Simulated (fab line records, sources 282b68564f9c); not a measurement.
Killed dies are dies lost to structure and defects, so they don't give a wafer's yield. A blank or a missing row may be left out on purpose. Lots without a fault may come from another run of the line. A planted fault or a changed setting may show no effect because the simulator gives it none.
fab line records | flow rit_cmos
record lots=11 wafers=33 last_day=8
route steps=202 shown ACTIVE@1 GATE@96 SPACER@128 SILICIDE@167 M1@202
lots that met no fault: from a run of the same line without faults
start_h: hours from the record's first day to the start of the lot's first wafer shown | wait_h: hours since the lot's step before | " the same as in the row above | L1.1+2: a row that stands for several wafers | - no value, or no start given | * or withheld: withheld | < > ~ a bound
route shown NAME@n: a module of which the file shows steps, and the number in the route of the first | usual: mean/standard deviation of fault-free wafers | same: alike in all rows | chamber/n: place in a boat | sites: the reading at each site | _std_site: their standard deviation | _edge_site: outer sites' mean less inner sites' | radius_mm: how far each site lies from the wafer's centre | mask NAME#n: copy n | behind: the tool/chamber that last shaped the wafer | hold: why the lot was held/for how many hours/how that ended | device: the transistor (n, p or np) that didn't switch | end of line: the same wafers' tests at the end of the route | a step without rows: its recipe alone | killed: dies lost to structure and defects at the first sort, not the wafer's yield | map: a wafer's dies, x killed, . not, _ none there
set.NAME: the setting as run; set.NAME@STEP: as run at that earlier step | model.NAME: the simulator's own value behind a step, which no gauge read
steps of the route over a sample of lots; a table a step, a row a wafer
services: from which hour (start_h, from the record's first day; less than 0 if before it) a tool's chamber was out of use, for how many hours, and why
## steps
# step RIT_ACTIVE_BOW_MEAS_00
# recipe mode=bow
# usual INCOMING_BOW=0/6.6
# columns lot.wafer tool chamber start_h wait_h INCOMING_BOW[um]
L547.1 film_metro-04 - 10.00 - 4
L547.2 " - " " 9
L547.4 " - " " -13
L548.2 film_metro-04 - 15.02 - 1
L548.4 " - " " 0
L548.6 " - " " 4
L549.2 film_metro-02 - 20.02 - 10
L549.3 " - " " 8
L549.6 " - " " -4
L550.1 film_metro-01 - 25.00 - -18
L550.3 " - " " -5
L550.5 " - " " 5
L551.2 film_metro-01 - 30.02 - 4
L551.3 " - " " 14
L551.6 " - " " -5
L552.3 film_metro-01 - 35.04 - 15
L552.4 " - " " 8
L552.5 " - " " 1
L553.1 film_metro-01 - 40.00 - -5
L553.4 " - " " 12
L553.5 " - " " 2
L554.1 film_metro-01 - 45.00 - 10
L554.2 " - " " 0
L554.5 " - " " 0
L559.3 film_metro-02 - 70.04 - 4
L559.4 " - " " 0
L559.6 " - " " -3
L569.1 film_metro-04 - 120.00 - -2
L569.4 " - " " 0
L569.6 " - " " 8
L570.1 film_metro-01 - 125.00 - -2
L570.2 " - " " 5
L570.5 " - " " -2
# step RIT_GATE_STRIP_20
# recipe chemistry=O2 time_s=180 resist=NOVOLAK platen_temp_c=withheld power_w=500 pressure_mtorr=4000 o2_flow_sccm=4000
# usual drypump_motor_current_A=5.8/0.43 o2_flow_sccm=3997/11
# columns lot.wafer tool chamber start_h wait_h drypump_motor_current_A o2_flow_sccm rf_hours_counter_h
L547.1 plasma_asher-04 1 44.00 0.1 5.6 4005 40
L547.2 " 0 " " 5.9 4000 40
L547.4 " 0 " " 5.9 4006 -
L548.2 plasma_asher-02 1 50.46 0.1 6.6 4007 42
L548.4 " 1 " " 6.6 3987 -
L548.6 " 0 " " 5.1 3990 -
L549.2 plasma_asher-04 0 53.46 0.1 5.9 3993 41
L549.3 " 0 " " 5.9 4012 -
L549.6 " 0 " " 5.9 4002 -
L550.1 plasma_asher-03 0 54.24 0.1 6.2 3989 36
L550.3 " 0 " " 6.3 4004 -
L550.5 " 1 " " 5.5 3979 -
L551.2 plasma_asher-04 1 67.42 0.1 5.7 3992 43
L551.3 " 0 " " 5.9 3983 -
L551.6 " 1 " " 5.7 3998 -
L552.3 plasma_asher-03 1 67.49 0.1 5.4 3984 -
L552.4 " 0 " " 6.2 3980 -
L552.5 " 1 " " 5.5 4001 -
L553.1 plasma_asher-02 1 68.72 0.1 6.5 4000 44
L553.4 " 0 " " 5.1 3987 -
L553.5 " 0 " " 5.1 3990 -
L554.1 plasma_asher-04 1 81.10 0.1 5.7 3998 44
L554.2 " 0 " " 5.9 4001 44
L554.5 " 1 " " 5.6 3979 -
L559.3 plasma_asher-02 0 105.32 0.1 5.1 4009 -
L559.4 " 1 " " 6.6 3990 -
L559.6 " 0 " " 5.1 4009 -
L569.1 plasma_asher-03 0 157.37 0.1 6.2 3983 47
L569.4 " 1 " " 5.4 3993 -
L569.6 " 1 " " 5.5 4001 -
L570.1 plasma_asher-04 0 162.72 0.1 5.9 4011 53
L570.2 " 1 " " 5.7 3995 53
L570.5 " 1 " " 5.6 3996 -
# step RIT_SPACER_CVD_03
# recipe material=Si3N4 target_thk_nm=250 temp_c=810 precursor=SiH2Cl2/NH3 time_s=3347 pressure_mtorr=300 sih2cl2_flow_sccm=60 nh3_flow_sccm=150
# usual pressure_mtorr=299.8/0.56 sih2cl2_flow_sccm=60.01/0.19
# columns lot.wafer tool chamber start_h wait_h pressure_mtorr sih2cl2_flow_sccm
L547.1 lpcvd-02 1 52.01 0.3 300.8 60.00
L547.2 " 1 " " 300.1 60.06
L547.4 " 1 " " 299.1 59.93
L548.2 lpcvd-02 1 57.43 0.0 300.0 59.83
L548.4 " 1 " " 299.3 60.07
L548.6 " 1 " " 300.5 59.86
L549.2 lpcvd-01 0 60.06 0.0 299.7 59.89
L549.3 " 0 " " 300.5 60.02
L549.6 " 0 " " 300.2 59.93
L550.1 lpcvd-01 0 62.65 0.0 300.8 59.93
L550.3 " 0 " " 299.2 60.04
L550.5 " 0 " " 299.7 59.79
L551.2 lpcvd-02 1 74.16 0.0 299.8 60.01
L551.3 " 1 " " 299.7 59.86
L551.6 " 1 " " 299.3 59.88
L552.3 lpcvd-01 1 75.55 1.2 300.1 59.93
L552.4 " 1 " " 300.2 60.23
L552.5 " 1 " " 299.8 60.35
L553.1 lpcvd-01 1 78.88 1.5 299.1 60.11
L553.4 " 1 " " 298.8 60.27
L553.5 " 1 " " 298.3 60.26
L554.1 lpcvd-01 1 89.71 1.4 299.7 59.89
L554.2 " 1 " " 300.0 60.25
L554.5 " 1 " " 299.3 60.28
L559.3 lpcvd-02 0 112.47 0.0 299.5 90.27
L559.4 " 0 " " 299.9 90.29
L559.6 " 0 " " 299.7 90.15
L569.1 lpcvd-01 0 164.82 0.0 300.2 59.95
L569.4 " 0 " " 299.3 59.63
L569.6 " 0 " " 299.7 59.99
L570.1 lpcvd-01 1 170.53 0.0 299.9 59.76
L570.2 " 1 " " 300.0 60.04
L570.5 " 1 " " 299.5 60.18
# step RIT_SPACER_THK_MEAS_04
# recipe reads=Si3N4_of_SPACER_CVD_03
# usual SPACER_NITRIDE_THK=253.0/2.3
# columns lot.wafer tool chamber start_h wait_h SPACER_NITRIDE_THK[nm]
L547.1 film_metro-02 - 53.93 0.0 254.0
L547.2 " - " " 255.0
L547.4 " - " " 252.3
L548.2 film_metro-02 - 59.36 0.0 256.1
L548.4 " - " " 257.2
L548.6 " - " " 256.6
L549.2 film_metro-01 - 61.99 0.0 255.5
L549.3 " - " " 254.6
L549.6 " - " " 253.0
L550.1 film_metro-03 - 64.56 0.0 251.7
L550.3 " - " " 252.3
L550.5 " - " " 250.3
L551.2 film_metro-02 - 77.04 0.0 253.4
L551.3 " - " " 251.7
L551.6 " - " " 250.7
L552.3 film_metro-03 - 77.48 0.0 251.0
L552.4 " - " " 252.4
L552.5 " - " " 253.0
L553.1 film_metro-01 - 80.80 0.0 250.6
L553.4 " - " " 252.5
L553.5 " - " " 249.7
L554.1 film_metro-01 - 91.63 0.0 253.5
L554.2 " - " " 250.5
L554.5 " - " " 250.7
L559.3 film_metro-02 - 114.41 0.0 285.4
L559.4 " - " " 283.0
L559.6 " - " " 285.9
L569.1 film_metro-02 - 167.69 0.0 252.7
L569.4 " - " " 254.3
L569.6 " - " " 254.8
L570.1 film_metro-03 - 173.41 0.0 251.2
L570.2 " - " " 252.2
L570.5 " - " " 250.7
# step RIT_SPACER_ETCHBACK_05
# recipe target_depth_a=2500 SF6_flow_sccm=30 CHF3_flow_sccm=30 target=Si3N4 chemistry=SF6/CHF3 pressure_mtorr=40 rf_w=250 time_s=240 stop_on=SiO2
# usual drypump_motor_current_A=5.6/0.4 oes_product_au=0.857/0.012 throttle_valve_pct=10.24/0.11
# columns lot.wafer tool chamber start_h wait_h drypump_motor_current_A oes_product_au rf_hours_counter_h throttle_valve_pct
L547.1 rie_diel-02 1 53.99 0.1 5.6 0.850 117 10.28
L547.2 " 2 " " 5.8 0.846 51 10.06
L547.4 " 3 " " 6.0 0.871 7 10.31
L548.2 rie_diel-03 0 59.41 0.0 5.8 0.868 38 10.22
L548.4 " 3 " " 5.4 0.869 146 10.35
L548.6 " 3 " " 5.4 0.859 - 10.35
L549.2 rie_diel-01 1 62.04 0.0 5.5 0.865 20 10.11
L549.3 " 0 " " 5.4 0.887 109 10.17
L549.6 " 1 " " 5.6 0.852 - 10.11
L550.1 rie_diel-03 3 64.62 0.1 5.4 0.849 146 10.34
L550.3 " 2 " " 5.1 0.850 134 10.25
L550.5 " 2 " " 5.1 0.845 - 10.24
L551.2 rie_diel-03 3 77.09 0.0 5.4 0.859 147 10.34
L551.3 " 2 " " 5.1 0.852 135 10.25
L551.6 " 2 " " 5.1 0.848 - 10.25
L552.3 rie_diel-01 0 77.52 0.0 5.4 0.876 110 10.17
L552.4 " 2 " " 6.7 0.856 43 10.04
L552.5 " 3 " " 5.8 0.857 - 10.32
L553.1 rie_diel-02 2 80.86 0.1 5.8 0.832 51 10.05
L553.4 " 3 " " 6.1 0.869 8 10.30
L553.5 " 1 " " 5.6 0.844 - 10.28
L554.1 rie_diel-03 1 91.69 0.1 5.4 0.858 146 10.38
L554.2 " 3 " " 5.4 0.851 147 10.34
L554.5 " 3 " " 5.4 0.855 - 10.34
L559.3 rie_diel-03 2 114.45 0.0 5.1 0.935 136 10.28
L559.4 " 0 " " 5.8 0.932 39 10.24
L559.6 " 1 " " 5.4 0.931 - 10.41
L569.1 rie_diel-02 0 167.75 0.1 5.5 0.842 1 10.34
L569.4 " 2 " " 5.8 0.843 53 10.06
L569.6 " 1 " " 5.6 0.852 - 10.27
L570.1 rie_diel-03 2 173.47 0.1 5.1 0.855 137 10.25
L570.2 " 1 " " 5.4 0.850 148 10.38
L570.5 " 2 " " 5.1 0.847 - 10.26
# step RIT_SILICIDE_RTA_06
# recipe temp_c=750 time_s=10 idle_temp_c=25 ramp_up_s=5 ramp_down_s=10 cool_to_c=25 ambient=N2
# usual wafer_temp_C_max=753.1/1.2
# columns lot.wafer tool chamber start_h wait_h wafer_temp_C_max
L547.1 rtp_anneal-02 0 58.80 0.0 753.9
L547.2 " 0 " " 754.0
L547.4 " 0 " " 753.6
L548.2 rtp_anneal-01 0 63.93 0.0 752.1
L548.4 " 0 " " 752.5
L548.6 " 0 " " 752.3
L549.2 rtp_anneal-02 0 66.55 0.0 754.4
L549.3 " 0 " " 755.0
L549.6 " 0 " " 753.9
L550.1 rtp_anneal-01 0 69.17 0.0 752.1
L550.3 " 0 " " 751.9
L550.5 " 0 " " 752.4
L551.2 rtp_anneal-01 0 81.87 0.0 752.0
L551.3 " 0 " " 751.6
L551.6 " 0 " " 751.7
L552.3 rtp_anneal-01 0 82.53 0.0 752.6
L552.4 " 0 " " 752.9
L552.5 " 0 " " 753.8
L553.1 rtp_anneal-02 0 85.41 0.0 754.6
L553.4 " 0 " " 755.1
L553.5 " 0 " " 752.9
L554.1 rtp_anneal-01 0 96.33 0.0 751.7
L554.2 " 0 " " 752.1
L554.5 " 0 " " 752.5
L559.3 rtp_anneal-02 0 118.96 0.0 753.2
L559.4 " 0 " " 754.3
L559.6 " 0 " " 753.9
L569.1 rtp_anneal-01 0 172.53 0.0 752.3
L569.4 " 0 " " 752.7
L569.6 " 0 " " 752.7
L570.1 rtp_anneal-01 0 178.14 0.0 752.5
L570.2 " 0 " " 752.3
L570.5 " 0 " " 752.7
# step RIT_M1_PROBE_99
# usual killed_at_front_end=7.0/2.8 killed_dies=7.0/2.8 killed_open=3.4/1.9 killed_short=3.6/2
# same gross_dies=264 killed_at_M0_to_M3=0 killed_at_M4_up=0 killed_at_back_side=0 killed_at_contacts=0 killed_at_other=0
# columns lot.wafer tool chamber start_h wait_h killed_at_front_end killed_dies killed_open killed_short
L547.1 prober-01 - 65.16 0.1 7 7 5 2
L547.2 prober-01 - 65.21 0.1 4 4 1 3
L547.4 prober-01 - 65.31 0.2 5 5 2 3
L548.2 prober-01 - 70.52 0.1 2 2 1 1
L548.4 prober-01 - 70.62 0.2 6 6 4 2
L548.6 prober-01 - 70.72 0.2 2 2 1 1
L549.2 prober-02 - 73.05 0.1 11 11 4 7
L549.3 prober-02 - 73.10 0.2 7 7 3 4
L549.6 prober-02 - 73.25 0.2 3 3 1 2
L550.1 prober-01 - 75.62 0.1 7 7 3 4
L550.3 prober-01 - 75.72 0.2 6 6 1 5
L550.5 prober-01 - 75.82 0.2 10 10 8 2
L551.2 prober-02 - 88.56 0.1 9 9 3 6
L551.3 prober-02 - 88.61 0.2 3 3 0 3
L551.6 prober-02 - 88.76 0.2 4 4 3 1
L552.3 prober-01 - 90.11 0.2 10 10 4 6
L552.4 prober-01 - 90.16 0.2 8 8 2 6
L552.5 prober-01 - 90.21 0.2 4 4 3 1
L553.1 prober-02 - 92.18 0.1 8 8 4 4
L553.4 prober-02 - 92.33 0.2 4 4 3 1
L553.5 prober-02 - 92.38 0.2 5 5 1 4
L554.1 prober-01 - 102.96 0.1 5 5 3 2
L554.2 prober-01 - 103.01 0.1 3 3 0 3
L554.5 prober-01 - 103.16 0.2 2 2 0 2
L559.3 prober-02 - 125.41 0.2 14 14 4 9
L559.4 prober-02 - 125.46 0.2 7 7 3 4
L559.6 prober-02 - 125.56 0.2 8 8 3 5
L569.1 prober-01 - 179.23 0.1 7 7 4 3
L569.4 prober-01 - 179.38 0.2 6 6 1 5
L569.6 prober-01 - 179.48 0.2 5 5 2 3
L570.1 prober-01 - 184.68 0.1 2 2 1 1
L570.2 prober-01 - 184.73 0.1 7 7 4 3
L570.5 prober-01 - 184.88 0.2 4 4 3 1
# killed by level:class
L547.1 SPACER:geometric_particle:open=3 SPACER:geometric_particle:short=2 REOX:geometric_particle:open=1 SILICIDE:geometric_particle:open=1
L547.2 SPACER:geometric_particle:short=2 REOX:geometric_particle:short=1 SPACER:geometric_particle:open=1
L547.4 GATE:geometric_particle:open=2 SILICIDE:geometric_particle:short=2 FOX1:geometric_particle:short=1
L548.2 FOX1:geometric_particle:open=1 GATE:geometric_particle:short=1
L548.4 FOX2:geometric_particle:open=2 GATE:geometric_particle:open=2 GATE:geometric_particle:short=1 SILICIDE:geometric_particle:short=1
L548.6 FOX1:geometric_particle:short=1 SPACER:geometric_particle:open=1
L549.2 GATE:geometric_particle:short=3 REOX:geometric_particle:open=3 FOX2:geometric_particle:short=2 FOX1:geometric_particle:open=1 REOX:geometric_particle:short=1 SILICIDE:geometric_particle:short=1
L549.3 GATE:geometric_particle:short=3 GATE:geometric_particle:open=2 REOX:geometric_particle:short=1 SILICIDE:geometric_particle:open=1
L549.6 GATE:geometric_particle:open=1 REOX:geometric_particle:short=1 SPACER:geometric_particle:short=1
L550.1 GATE:geometric_particle:short=4 FOX2:geometric_particle:open=1 GATE:geometric_particle:open=1 SILICIDE:geometric_particle:open=1
L550.3 GATE:geometric_particle:short=2 SILICIDE:geometric_particle:short=2 GATE:geometric_particle:open=1 SPACER:geometric_particle:short=1
L550.5 GATE:geometric_particle:open=4 FOX1:geometric_particle:open=2 FOX2:geometric_particle:open=2 GATE:geometric_particle:short=1 REOX:geometric_particle:short=1
L551.2 GATE:geometric_particle:short=2 REOX:geometric_particle:open=2 FOX2:geometric_particle:short=1 GATE:geometric_particle:open=1 SPACER:geometric_particle:short=1 SILICIDE:geometric_particle:short=1 STARTING-WAFER:geometric_particle:short=1
L551.3 FOX1:geometric_particle:short=2 GATE:geometric_particle:short=1
L551.6 FOX2:geometric_particle:open=1 GATE:geometric_particle:short=1 REOX:geometric_particle:open=1 SILICIDE:geometric_particle:open=1
L552.3 GATE:geometric_particle:short=5 GATE:geometric_particle:open=2 SPACER:geometric_particle:open=1 SPACER:geometric_particle:short=1 SILICIDE:geometric_particle:open=1
L552.4 GATE:geometric_particle:short=3 FOX2:geometric_particle:short=1 REOX:geometric_particle:open=1 SPACER:geometric_particle:short=1 SILICIDE:geometric_particle:open=1 SILICIDE:geometric_particle:short=1
L552.5 GATE:geometric_particle:open=2 GATE:geometric_particle:short=1 SILICIDE:geometric_particle:open=1
L553.1 GATE:geometric_particle:short=3 FOX1:geometric_particle:open=1 FOX1:geometric_particle:short=1 REOX:geometric_particle:open=1 SPACER:geometric_particle:open=1 SILICIDE:geometric_particle:open=1
L553.4 GATE:geometric_particle:open=1 SPACER:geometric_particle:open=1 SPACER:geometric_particle:short=1 SILICIDE:geometric_particle:open=1
L553.5 GATE:geometric_particle:short=3 GATE:geometric_particle:open=1 SILICIDE:geometric_particle:short=1
L554.1 FOX1:geometric_particle:open=1 FOX1:geometric_particle:short=1 FOX2:geometric_particle:open=1 SPACER:geometric_particle:open=1 SILICIDE:geometric_particle:short=1
L554.2 SPACER:geometric_particle:short=2 FOX1:geometric_particle:short=1
L554.5 FOX1:geometric_particle:short=1 REOX:geometric_particle:short=1
L559.3 REOX:geometric_particle:short=3 GATE:geometric_particle:short=3 FOX1:geometric_particle:open=1 FOX1:geometric_particle:short=1 FOX2:geometric_particle:short=1 GATE:geometric_particle:open=1 SPACER:geometric_particle:open=1 SPACER:geometric_particle:short=1
L559.4 GATE:geometric_particle:short=3 ACTIVE:geometric_particle:open=1 FOX2:geometric_particle:short=1 FOX2:geometric_particle:open=1 GATE:geometric_particle:open=1
L559.6 GATE:geometric_particle:short=2 GATE:geometric_particle:open=2 SILICIDE:geometric_particle:short=2 REOX:geometric_particle:short=1 SILICIDE:geometric_particle:open=1
L569.1 FOX1:geometric_particle:open=2 GATE:geometric_particle:open=2 FOX1:geometric_particle:short=1 GATE:geometric_particle:short=1 SILICIDE:geometric_particle:short=1
L569.4 GATE:geometric_particle:short=4 FOX1:geometric_particle:short=1 GATE:geometric_particle:open=1
L569.6 FOX1:geometric_particle:short=2 GATE:geometric_particle:open=2 REOX:geometric_particle:short=1
L570.1 GATE:geometric_particle:open=1 GATE:geometric_particle:short=1
L570.2 GATE:geometric_particle:short=3 REOX:geometric_particle:open=2 GATE:geometric_particle:open=1 SILICIDE:geometric_particle:open=1
L570.5 GATE:geometric_particle:open=1 REOX:geometric_particle:short=1 SPACER:geometric_particle:open=1 SILICIDE:geometric_particle:open=1
## services
# columns tool chamber start_h hours kind
rie_diel-01 2 86.21 4.9 repair
rie_diel-02 0 101.08 - clean
rie_diel-02 0 101.08 14.1 scheduled_down
rie_diel-02 0 101.08 14.1 vent_cycle
plasma_asher-02 - 108.75 9.0 pm
plasma_asher-02 0 108.75 11.4 vent_cycle
plasma_asher-02 1 108.75 11.4 vent_cycle
plasma_asher-02 - 116.00 4.1 repair
plasma_asher-02 0 117.75 - clean
plasma_asher-02 1 117.75 - clean
lpcvd-01 - 122.21 2.8 pm
rie_diel-01 2 127.52 1.4 repair
rie_diel-02 0 129.28 2.8 repair
rie_diel-01 - 129.32 0.4 repair
plasma_asher-02 - 149.27 3.2 repair
rie_diel-03 3 161.05 - clean
rie_diel-03 3 161.05 18.5 scheduled_down
rie_diel-03 3 161.05 18.5 vent_cycle
lpcvd-02 - 166.71 0.7 repair
rie_diel-01 1 177.59 3.5 repair
## key
first_sign step=RIT_SPACER_CVD_03 reading=sih2cl2_flow_sccm direction=up sigmas=99+ usual=60.01 struck=90.24
effect step=RIT_SPACER_THK_MEAS_04 reading=SPACER_NITRIDE_THK direction=up sigmas=14 usual=253.0 struck=284.8
effect step=RIT_SPACER_ETCHBACK_05 reading=oes_product_au direction=up sigmas=6.5 usual=0.857 struck=0.932
met_at RIT_SPACER_CVD_03
struck_lots L559
struck_wafers L559.3,L559.4,L559.6
tester_left_out L559
not_acting_at RIT_ACTIVE_BOW_MEAS_00,RIT_GATE_STRIP_20,RIT_SILICIDE_RTA_06
fault kind=process_parameter_drift tool=lpcvd-02 chamber=0 onset_h=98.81 steps=RIT_SPACER_CVD_03 channel=sih2cl2_flow_sccm offset=30 shape=step end_h=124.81 acts_in=these_recipes_only stated=60
# tester_left_out: of these lots the tester's yield and bins aren't shown, on N5 and GAA mostly nor the transistor test; their killed dies are dies lost to structure and defects alone, not to doping, threshold or leakage, so they don't give the yield
